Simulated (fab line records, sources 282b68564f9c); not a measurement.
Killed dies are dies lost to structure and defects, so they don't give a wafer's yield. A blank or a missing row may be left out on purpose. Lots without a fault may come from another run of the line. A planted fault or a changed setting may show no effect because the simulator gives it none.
A struck lot beside a sound one | flow rit_cmos | 22 steps out of a route of 202
Sound: wafers L363.2, L363.4, L363.5. Struck: wafers L369.1, L369.4, L369.5. The cause comes at the end.
At each step with rows: each side's tool, then ch and its chambers, then its first start. Under that, the readings that differ: sound wafers | struck wafers | difference of the means | sigmas: that difference in standard deviations of wafers without a fault.
alike: readings whose means differ by less than 2 such deviations, and words and numbers that are the same on both sides. not compared: withheld readings, readings that some wafer has no value for, bounds like >300 that may hide the same value, and numbers for which the record gives no deviation and whose values overlap.
The two part at a step that has a row with sigmas, a row that says differs or no value, or rows on one side only. Numbers that don't overlap but have no deviation are shown without sigmas and don't part them. A reading that every wafer of one side lacks parts them only if that side has two wafers or more.

first, 2 steps without rows for these wafers: RIT_NSD_HARDBAKE_07 (time 60 s); RIT_NSD_IMPLANT_08.
RIT_NSD_STRIP_09: strips in O2, time 180 s.
  sound on plasma_asher-03 ch 0,1, day 4 06:43; struck on plasma_asher-04 ch 0,1, day 5 11:07
  reading                     | sound       | struck      | difference | sigmas
  drypump_motor_current_A (A) | 5.1 5.1 5.2 | 6.9 5.8 6.9 | +1.4       | +2
  not compared: rf_hours_counter_h
RIT_NSD_TW_MEAS_10:
  sound on film_metro-02, day 4 06:54; struck on film_metro-03, day 5 11:17
  alike: NSD_TW
then, 6 steps without rows for these wafers: RIT_PSD_HMDS_00 (prime time 60 s); RIT_PSD_COAT_01 (resist thk 1000 nm); RIT_PSD_SOFTBAKE_02 (time 60 s); RIT_PSD_EXPOSE_03 (exposes mask M10, target cd 40900 nm); RIT_PSD_PEB_04; RIT_PSD_DEVELOP_05 (develop time 50 s).
RIT_PSD_OVL_MEAS_06:
  sound on overlay-02, day 4 07:49; struck on overlay-02, day 5 12:20
  alike: PSD_OVL
then, 1 step without rows for these wafers: RIT_PSD_HARDBAKE_07 (time 60 s).
RIT_PSD_IMPLANT_08:
  sound on implanter-04 ch 0, day 4 08:01; struck on implanter-02 ch 0, day 5 12:31
  reading            | sound                         | struck                        | difference | sigmas
  beam_on_s (s)      | 14.4 13.8 14.0                | 10.1 10.0 10.4                | -3.9       | -5
  dose_ions_cm2      | 5.012e+15 5.008e+15 5.007e+15 | 2.685e+15 2.694e+15 2.693e+15 | -2.318e+15 | -99 or more
  faraday_current_uA | 10659 11128 11031             | 8273 8320 8043                | -2727      | -4
RIT_PSD_STRIP_09: strips in O2, time 180 s.
  sound on plasma_asher-04 ch 0, day 4 08:08; struck on plasma_asher-01 ch 0,1, day 5 12:40
  alike: drypump_motor_current_A
  not compared: rf_hours_counter_h
RIT_PSD_TW_MEAS_10:
  sound on film_metro-04, day 4 08:20; struck on film_metro-03, day 5 12:50
  reading | sound          | struck         | difference | sigmas
  PSD_TW  | 3480 3456 3460 | 3194 3186 3182 | -278       | -8
then, 3 steps without rows for these wafers: RIT_SDANNEAL_CLEAN_00 (cleans in SC1, time 600 s); RIT_SDANNEAL_CLEAN_01 (cleans in dHF, time 30 s); RIT_SDANNEAL_CLEAN_02 (cleans in SC2, time 600 s).
RIT_SDANNEAL_RTA_03: time 5 s.
  sound on rtp_anneal-02 ch 0, day 4 08:45; struck on rtp_anneal-02 ch 0, day 5 13:16
  alike: wafer_temp_C_max
RIT_SDANNEAL_RS_MEAS_04: measures by four-point-probe.
  sound on film_metro-03, day 4 08:49; struck on film_metro-03, day 5 13:19
  reading         | sound                | struck               | difference | sigmas
  PSD_RS (ohm/sq) | 115.88 115.74 115.85 | 124.34 124.42 124.23 | +8.51      | +33
RIT_SDANNEAL_RS_MEAS_05: measures by four-point-probe.
  sound on film_metro-03, day 4 08:56; struck on film_metro-03, day 5 13:26
  alike: NSD_RS
RIT_M1_PROBE_99:
  sound on prober-01, day 4 16:16; struck on prober-01, day 5 20:36
  reading                                 | sound                   | struck                  | difference | sigmas
  model.etest.pmos_0p3.r_on_ohm_um        | 6359 6144 6337          | 6778 6703 6568          | +403       |
  model.etest.contact_pplus.end_ohm_um    | 44.1 42.71 43.64        | 57.84 56.48 56.12       | +13.33     |
  model.etest.ppoly_line.rs_ohm_sq        | 16.9 17.15 16.7         | 17.29 17.39 17.36       | +0.43      |
  model.etest.vpnp.gain                   | 1.049 1.044 1.021       | 0.8959 0.9058 0.8966    | -0.1386    |
  model.etest.pmos_0p15.tox_inv_nm (nm)   | 3.967 3.924 3.954       | 4.292 4.289 4.197       | +0.311     |
  model.etest.diode_pplus_comb.cj_ff_um2  | 2.042 2.065 2.062       | 1.959 1.949 1.947       | -0.105     |
  model.etest.diode_pplus_nwell.cj_ff_um2 | 1.738 1.773 1.774       | 1.636 1.658 1.653       | -0.113     |
  model.etest.pmos_0p3.vt_sat_v (V)       | -0.4852 -0.4766 -0.4853 | -0.5237 -0.5231 -0.5171 | -0.0389    |
  alike: killed_at_front_end, killed_dies, killed_open, killed_short

WHERE THEY PART
First at RIT_NSD_STRIP_09; last, within this record, at RIT_SDANNEAL_RS_MEAS_04. Later steps at which nothing parts them and some readings are alike: RIT_SDANNEAL_RS_MEAS_05, RIT_M1_PROBE_99.

WHY: what the simulator had put in
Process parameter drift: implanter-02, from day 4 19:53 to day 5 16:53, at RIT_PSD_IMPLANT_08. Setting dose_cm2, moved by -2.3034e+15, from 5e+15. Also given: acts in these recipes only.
